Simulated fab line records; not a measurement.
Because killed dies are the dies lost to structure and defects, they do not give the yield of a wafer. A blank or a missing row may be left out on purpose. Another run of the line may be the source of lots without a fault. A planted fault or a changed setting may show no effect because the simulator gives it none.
Which tool is to blame? | flow ritCmos | 13 lots, 39 wafers sampled, at 1 step of a route of 202

WHAT EACH GAUGE READ, for each wafer
RIT_FOX2_THK_MEAS_91. Usual: for FIELD_OXIDE_LEFT_2_THK the level is 256 nm and the standard deviation is 8.
lot  | measured    | on           | FIELD_OXIDE_LEFT_2_THK (nm) | flag
L447 | day 2 13:18 | filmMetro-04 | 268 269 270                 | 
L448 | day 2 17:13 | filmMetro-04 | 245 248 247                 | 
L449 | day 2 19:22 | filmMetro-01 | 245 242 246                 | 
L450 | day 3 01:40 | filmMetro-01 | 262 265 260                 | 
L451 | day 3 06:06 | filmMetro-01 | 237 247 241                 | 
L452 | day 3 11:17 | filmMetro-04 | 269 268 271                 | 
L453 | day 3 16:12 | filmMetro-01 | 263 257 257                 | 
L459 | day 5 00:19 | filmMetro-02 | 257 260 258                 | 
L462 | day 5 14:12 | filmMetro-04 | 244 250 245                 | 
L464 | day 6 02:14 | filmMetro-04 | 247 247 250                 | 
L465 | day 6 06:44 | filmMetro-02 | 248 256 250                 | 
L466 | day 6 09:36 | filmMetro-01 | 257 253 262                 | 
L468 | day 6 22:03 | filmMetro-01 | 256 264 258                 | 

WHICH TOOL RAN EACH LOT (tool, then ch and the chambers of the sampled wafers, then the start)
Before these readings, the record contains no process step.

WHAT THE TOOLS THEMSELVES READ (means of the sampled wafers that have a number; where no wafer has one, the mark that the record gives instead)
The record holds no such reading with a usual standard deviation.

THE ANSWER, worked out from the rows above alone
Rule: a lot is off if the mean of its wafers that have a number lies more than 3 standard deviations from the usual mean. A lot without any number at a reading at which 4 lots or more have one is off too. Any other lot the step has rows for is counted as sound. The gauges are gone through in route order, then the tools' own readings, and for those a lot's mean is taken as printed above. The first step at which some lot is off is used, and at that step the reading that is off furthest; a lot without a number counts as furthest.
No lot is off at any reading shown: from this, nothing can be told.

WHAT THE SIMULATOR PUT IN
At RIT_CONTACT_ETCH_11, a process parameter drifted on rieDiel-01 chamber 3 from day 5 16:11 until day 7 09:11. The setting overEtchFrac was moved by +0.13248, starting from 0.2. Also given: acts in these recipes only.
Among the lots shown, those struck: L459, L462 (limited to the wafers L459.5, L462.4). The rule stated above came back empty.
